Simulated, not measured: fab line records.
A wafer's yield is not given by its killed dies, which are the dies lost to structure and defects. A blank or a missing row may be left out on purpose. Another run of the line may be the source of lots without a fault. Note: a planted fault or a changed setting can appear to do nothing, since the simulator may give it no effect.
Which tool is to blame?	flow berkeley cmos170	14 lots with 42 wafers sampled at 3 steps, on a route of 331 steps

== WHAT THE GAUGES SHOWED, per wafer ==
UCB170_PFIELD_OVL_MEAS_06. Usual: PFIELD_OVL 4 nm, standard deviation 5.
lot	measured	on	PFIELD_OVL (nm)	flag
L284	day 5 03:57	overlay-01	0 4 -2	
L285	day 5 03:41	overlay-01	9 10 7	
L286	day 5 20:25	overlay-01	2 0 4	
L289	day 6 04:57	overlay-01	4 10 4	
L291	day 6 05:11	overlay-02	-5 -2 -4	
L292	day 7 06:58	overlay-01	5 0 -1	
L293	day 7 11:23	overlay-01	6 8 4	
L294	day 7 12:23	overlay-01	-4 0 1	
L296	day 7 12:07	overlay-01	2 -2 2	
L300	day 8 15:33	overlay-01	11 6 5	
L304	day 8 07:28	overlay-02	4 1 3	
L303	day 8 06:59	overlay-01	-5 2 1	
L305	day 9 02:49	overlay-01	12 9 0	
L307	day 9 12:25	overlay-02	5 5 1	

UCB170_M2_CD_MEAS_15 targets a cd of 700 nm. Usual: cd nm reads 700.1 nm (standard deviation 1.4).
lot	measured	on	cd nm (nm)	flag
L284	day 9 03:20	cd sem-02	701.3 702.1 703.5	
L285	day 9 01:55	cd sem-01	701.0 700.0 700.3	
L286	day 9 09:01	cd sem-02	701.1 701.1 700.7	
L289	day 9 21:33	cd sem-01	698.5 701.0 700.3	
L291	day 9 21:48	cd sem-02	700.7 699.8 698.8	
L292	day 10 14:38	cd sem-01	699.1 701.0 700.2	
L293	day 11 09:31	cd sem-01	700.0 697.8 700.7	
L294	day 11 08:19	cd sem-02	699.9 699.6 699.9	
L296	day 11 08:34	cd sem-02	700.1 700.8 700.4	
L300	day 12 09:25	cd sem-01	700.5 700.2 700.8	
L304	day 11 20:50	cd sem-02	700.5 701.2 700.3	
L303	day 12 03:25	cd sem-02	699.4 698.8 697.6	
L305	day 12 15:49	cd sem-02	699.6 699.1 699.7	
L307	day 12 22:26	cd sem-01	701.7 702.0 701.7	

== TOOL THAT RAN EACH LOT (tool first, then ch and the chambers of the sampled wafers, then the start) ==
lot	UCB170_NWELL_IMPLANT_14
L284	implanter-01 ch 0, day 2 11:38
L285	implanter-02 ch 0, day 2 17:08
L286	implanter-04 ch 0, day 2 22:25
L289	implanter-04 ch 0, day 3 15:07
L291	implanter-02 ch 0, day 3 15:49
L292	implanter-04 ch 0, day 4 11:52
L293	implanter-01 ch 0, day 4 16:59
L294	implanter-02 ch 0, day 4 23:08
L296	implanter-01 ch 0, day 5 13:46
L300	implanter-01 ch 0, day 6 01:43
L304	implanter-02 ch 0, day 6 08:04
L303	implanter-04 ch 0, day 6 08:19
L305	implanter-02 ch 0, day 6 15:01
L307	implanter-01 ch 0, day 7 04:14
- UCB170_NWELL_IMPLANT_14

== AS READ BY THE TOOLS THEMSELVES (means over the sampled wafers that have a number; for cases with no such wafer, the mark the record gives instead) ==
UCB170_NWELL_IMPLANT_14. Usual: dose ions cm2 reads 1.0001e+13 (standard deviation 1.1e+10).
lot	tool	dose ions cm2	flag
L284	implanter-01	1.0003e+13	
L285	implanter-02	1.0001e+13	
L286	implanter-04	9.9957e+12	
L289	implanter-04	9.9937e+12	
L291	implanter-02	9.9963e+12	
L292	implanter-04	1.0011e+13	
L293	implanter-01	9.9860e+12	
L294	implanter-02	1.0002e+13	
L296	implanter-01	9.9960e+12	
L300	implanter-01	9.9930e+12	
L304	implanter-02	1.0410e+13	OFF
L303	implanter-04	1.0009e+13	
L305	implanter-02	1.0399e+13	OFF
L307	implanter-01	9.9950e+12	

== THE ANSWER, worked out from the rows above alone ==
Rule: take the mean of a lot's wafers that have a number; if it is more than 3 standard deviations from the usual mean, the lot is off. Also off: a lot with no number at a reading for which 4 or more lots have one. Where the step has rows for the other lots, those lots are counted as sound. The gauges are gone through in route order, then the tools' own readings, and for those a lot's mean is taken as printed above. The first step at which some lot is off is used, and at that step the reading that is off furthest; a lot without a number counts as furthest.
Off at UCB170_NWELL_IMPLANT_14 (dose ions cm2): L304, L305.
A tool fits if, at that step or a process step before it, it ran every lot that is off, and no sound lot after the first of them. One fits: implanter-02 at UCB170_NWELL_IMPLANT_14. Its last sound lot is L294 (day 4 23:08), its first lot that is off L304 (day 6 08:04): a fault that began between those two fits.
On the lots that are off, the tool's own readings at UCB170_NWELL_IMPLANT_14 differ by more than 5 times the standard deviation of the sound lots' means, which bears it out; dose ions cm2 reads 1.0404e+13 there versus 9.9985e+12 on the sound lots.

== WHAT THE SIMULATOR PUT IN ==
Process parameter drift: implanter-02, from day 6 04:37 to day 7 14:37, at UCB170_NWELL_IMPLANT_14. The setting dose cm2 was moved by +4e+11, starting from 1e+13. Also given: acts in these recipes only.
Shown lots that were struck: L304, L305. The rule given above showed the same thing.
